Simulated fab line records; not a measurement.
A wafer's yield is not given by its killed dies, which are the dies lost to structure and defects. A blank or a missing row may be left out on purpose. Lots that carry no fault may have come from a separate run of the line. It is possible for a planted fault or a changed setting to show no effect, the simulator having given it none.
Which of the tools did it?    flow rit cmos    45 wafers from 15 lots sampled at 2 of the route's 202 steps

== WHAT THE GAUGES SHOWED, per wafer ==
RIT_M1_RS_MEAS_01: the measuring method here is four-point-probe.
lot   measured     on             M1_AL_RS (ohm/sq)
L953  day 3 09:56  film metro-03  0.0721 0.0732 0.0727
L954  day 3 17:33  film metro-03  0.0749 0.0747 0.0742
L955  day 3 22:22  film metro-02  0.0731 0.0737 0.0733
L956  day 4 00:15  film metro-02  0.0743 0.0739 0.0742
L957  day 4 13:35  film metro-01  0.0742 0.0737 0.0732
L958  day 4 18:47  film metro-01  0.0732 0.0742 0.0733
L961  day 5 08:26  film metro-03  0.0730 0.0740 0.0738
L962  day 5 17:07  film metro-02  0.0721 0.0723 0.0724
L964  day 5 18:54  film metro-03  0.0731 0.0731 0.0738
L965  day 5 21:57  film metro-02  0.0742 0.0754 0.0737
L966  day 6 04:04  film metro-03  0.0736 0.0742 0.0738
L967  day 6 07:53  film metro-03  0.0728 0.0749 0.0759
L969  day 6 18:23  film metro-02  0.0733 0.0735 0.0757
L974  day 8 02:21  film metro-01  0.0737 0.0736 0.0735
L976  day 8 09:56  film metro-02  0.0730 0.0733 0.0730

== WHAT TOOL EACH LOT RAN ON (gives the tool, then ch and the chambers of the sampled wafers, and finally the start) ==
lot   RIT_M1_SPUTTER_00
L953  pvd sputter-02, day 3 09:35
L954  pvd sputter-03, day 3 17:14
L955  pvd sputter-02, day 3 22:05
L956  pvd sputter-01, day 3 23:58
L957  pvd sputter-02, day 4 13:17
L958  pvd sputter-02, day 4 18:30
L961  pvd sputter-02, day 5 08:07
L962  pvd sputter-02, day 5 16:47
L964  pvd sputter-03, day 5 18:35
L965  pvd sputter-02, day 5 21:38
L966  pvd sputter-01, day 6 03:45
L967  pvd sputter-02, day 6 07:34
L969  pvd sputter-02, day 6 18:04
L974  pvd sputter-03, day 8 02:04
L976  pvd sputter-03, day 8 09:38
- RIT_M1_SPUTTER_00: material Al, target thk 400 nm, time 500 s.

== WHAT THE TOOLS THEMSELVES READ (means of the sampled wafers that have a number; where no wafer has one, the mark that the record gives instead) ==
RIT_M1_SPUTTER_00.
lot   tool            chamber pressure pa (Pa)  throttle valve pct (%)
L953  pvd sputter-02  0.3994                    30.2
L954  pvd sputter-03  0.4003                    30.1
L955  pvd sputter-02  0.4003                    30.8
L956  pvd sputter-01  0.4001                    30.0
L957  pvd sputter-02  0.3995                    30.2
L958  pvd sputter-02  0.4005                    30.8
L961  pvd sputter-02  0.4001                    30.2
L962  pvd sputter-02  0.4009                    29.8
L964  pvd sputter-03  0.3995                    30.6
L965  pvd sputter-02  0.4110                    30.4
L966  pvd sputter-01  0.4002                    30.1
L967  pvd sputter-02  0.4222                    29.7
L969  pvd sputter-02  0.4107                    30.0
L974  pvd sputter-03  0.4010                    30.1
L976  pvd sputter-03  0.4001                    29.6

== THE ANSWER, worked out from the rows above alone ==
Rule: what is usual is taken from the lots themselves. The widest of any qualifying gaps counts: lots, ordered by their means at a reading, are off when they make up no more than a third of the lots, leave a main group of 4 or more, and stand apart from it by 3 or more times the standard deviation of that group's means. Not used: any main group whose means are identical at the precision the tables above print for the reading. Also off: a lot with no number at a reading for which 4 or more lots have one. Where the step has rows for the other lots, those lots are counted as sound. After the gauges, taken in route order, come the tools' own readings; for these a lot's mean is taken, as printed above. The first step at which some lot is off is used, and at that step the reading that is off furthest; a lot without a number counts as furthest.
Off at RIT_M1_SPUTTER_00 (chamber pressure pa): L965, L967, L969. The main group: mean 0.4002 Pa, standard deviation 0.00049.
A tool fits if, at that step or a process step before it, it ran every lot that is off, and no sound lot after the first of them. One fits: pvd sputter-02 at RIT_M1_SPUTTER_00. Its last sound lot is L962 (day 5 16:47), its first lot that is off L965 (day 5 21:38): a fault that began between those two fits.
On the lots that are off, the tool's own readings at RIT_M1_SPUTTER_00 differ by more than 5 times the standard deviation of the sound lots' means, which bears it out; chamber pressure pa reads 0.4146 Pa there versus 0.4002 Pa on the sound lots.

== WHAT THE SIMULATOR HAD INSERTED ==
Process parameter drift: pvd sputter-02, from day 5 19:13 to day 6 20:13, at RIT_M1_SPUTTER_00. A move of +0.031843 in setting chamber pressure pa, from 0.4. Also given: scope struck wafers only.
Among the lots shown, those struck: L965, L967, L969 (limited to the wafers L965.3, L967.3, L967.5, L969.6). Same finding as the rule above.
